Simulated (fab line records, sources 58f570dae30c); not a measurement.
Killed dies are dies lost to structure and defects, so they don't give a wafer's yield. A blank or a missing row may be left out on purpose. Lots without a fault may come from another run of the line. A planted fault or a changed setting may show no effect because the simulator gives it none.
Which tool did it? | flow berkeley_cmos170 | 15 lots, 45 wafers sampled, at 4 steps of a route of 331

WHAT THE GAUGES READ, wafer by wafer
UCB170_START_BOW_MEAS_00. Usual: INCOMING_BOW 0 um, standard deviation 6.3.
lot  | measured    | on            | INCOMING_BOW (um) | flag
L280 | day 1 10:02 | film_metro-02 | 0 5 5             |
L281 | day 1 15:01 | film_metro-01 | 8 -5 1            |
L282 | day 1 20:01 | film_metro-01 | -5 -1 -9          |
L283 | day 2 01:02 | film_metro-04 | -2 4 14           |
L284 | day 2 06:00 | film_metro-01 | -11 -11 -7        |
L285 | day 2 11:02 | film_metro-01 | 1 -1 6            |
L286 | day 2 16:00 | film_metro-02 | 7 0 -7            |
L287 | day 2 21:00 | film_metro-04 | -5 1 4            |
L290 | day 3 12:01 | film_metro-01 | -6 7 10           |
L296 | day 4 18:01 | film_metro-02 | -1 8 -12          |
L297 | day 4 23:02 | film_metro-02 | 0 -9 0            |
L299 | day 5 09:01 | film_metro-04 | 5 7 12            |
L300 | day 5 14:01 | film_metro-02 | -8 5 -6           |
L301 | day 5 19:00 | film_metro-02 | -13 0 -3          |
L303 | day 6 05:00 | film_metro-04 | -7 -5 2           |

UCB170_WELLDRIVE_THK_MEAS_02. Usual: WELLDRIVE_OXIDE_THK 200 nm, standard deviation 4.3.
lot  | measured    | on            | WELLDRIVE_OXIDE_THK (nm) | flag
L280 | day 3 12:47 | film_metro-03 | 199 200 198              |
L281 | day 4 02:08 | film_metro-02 | 198 200 196              |
L282 | day 4 02:08 | film_metro-03 | 201 200 203              |
L283 | day 4 11:24 | film_metro-02 | 191 195 195              |
L284 | day 4 19:08 | film_metro-01 | 194 193 194              |
L285 | day 4 19:09 | film_metro-03 | 187 192 192              |
L286 | day 5 04:33 | film_metro-01 | 206 206 201              |
L287 | day 5 09:19 | film_metro-03 | 199 199 200              |
L290 | day 5 17:44 | film_metro-02 | 199 201 201              |
L296 | day 7 00:05 | film_metro-02 | 202 198 200              |
L297 | day 7 08:21 | film_metro-01 | 199 197 198              |
L299 | day 7 13:05 | film_metro-01 | 200 200 197              |
L300 | day 8 01:05 | film_metro-03 | 204 204 204              |
L301 | day 8 08:05 | film_metro-02 | 193 193 194              |
L303 | day 8 16:43 | film_metro-03 | 198 197 197              |

UCB170_M2_CD_MEAS_15: target cd 700 nm. Usual: cd_nm 699.9 nm, standard deviation 1.5.
lot  | measured     | on        | cd_nm (nm)        | flag
L280 | day 7 22:09  | cd_sem-01 | 699.5 699.9 699.6 |
L281 | day 8 19:24  | cd_sem-01 | 701.3 702.5 700.2 |
L282 | day 8 17:13  | cd_sem-01 | 699.5 699.1 699.3 |
L283 | day 8 18:25  | cd_sem-02 | 703.2 702.9 701.6 |
L284 | day 9 03:48  | cd_sem-02 | 697.9 697.0 696.8 |
L285 | day 9 00:20  | cd_sem-02 | 698.1 696.4 697.2 |
L286 | day 9 15:46  | cd_sem-01 | 700.7 702.4 702.2 |
L287 | day 9 14:26  | cd_sem-01 | 699.0 699.4 699.0 |
L290 | day 10 16:07 | cd_sem-01 | 700.3 699.1 699.3 |
L296 | day 11 12:13 | cd_sem-01 | 702.0 701.9 700.4 |
L297 | day 11 22:41 | cd_sem-02 | 701.6 700.8 699.5 |
L299 | day 12 00:59 | cd_sem-02 | 699.2 697.3 698.8 |
L300 | day 12 09:23 | cd_sem-02 | 701.6 701.9 701.8 |
L301 | day 12 12:27 | cd_sem-02 | 699.2 697.5 698.6 |
L303 | day 13 01:19 | cd_sem-02 | 700.5 700.5 700.3 |

WHICH TOOL RAN EACH LOT (tool, then ch and the chambers of the sampled wafers, then the start)
lot  | UCB170_M2_PRE_CLEAN_00
L280 | pvd_sputter-01, day 7 18:42
L281 | pvd_sputter-01, day 8 17:21
L282 | pvd_sputter-04, day 8 15:11
L283 | pvd_sputter-01, day 8 16:18
L284 | pvd_sputter-01, day 8 23:14
L285 | pvd_sputter-01, day 8 21:49
L286 | pvd_sputter-04, day 9 13:44
L287 | pvd_sputter-01, day 9 12:25
L290 | pvd_sputter-04, day 10 13:47
L296 | pvd_sputter-02, day 11 09:50
L297 | pvd_sputter-04, day 11 20:22
L299 | pvd_sputter-01, day 11 22:55
L300 | pvd_sputter-02, day 12 05:10
L301 | pvd_sputter-01, day 12 07:34
L303 | pvd_sputter-01, day 12 22:56
- UCB170_M2_PRE_CLEAN_00: preclean etch time 60 s.

WHAT THE TOOLS THEMSELVES READ (means of the sampled wafers that have a number; where no wafer has one, the mark that the record gives instead)
The record holds no such reading with a usual standard deviation.

THE ANSWER, worked out from the rows above alone
Rule: a lot is off if the mean of its wafers that have a number lies more than 3 standard deviations from the usual mean. A lot without any number at a reading at which 4 lots or more have one is off too. The other lots that the step has rows for count as sound. The gauges are gone through in route order, then the tools' own readings, and for those a lot's mean is taken as printed above. The first step at which some lot is off is used, and at that step the reading that is off furthest; a lot without a number counts as furthest.
No lot is off at any reading shown: from this, nothing can be told.

WHAT THE SIMULATOR HAD PUT IN
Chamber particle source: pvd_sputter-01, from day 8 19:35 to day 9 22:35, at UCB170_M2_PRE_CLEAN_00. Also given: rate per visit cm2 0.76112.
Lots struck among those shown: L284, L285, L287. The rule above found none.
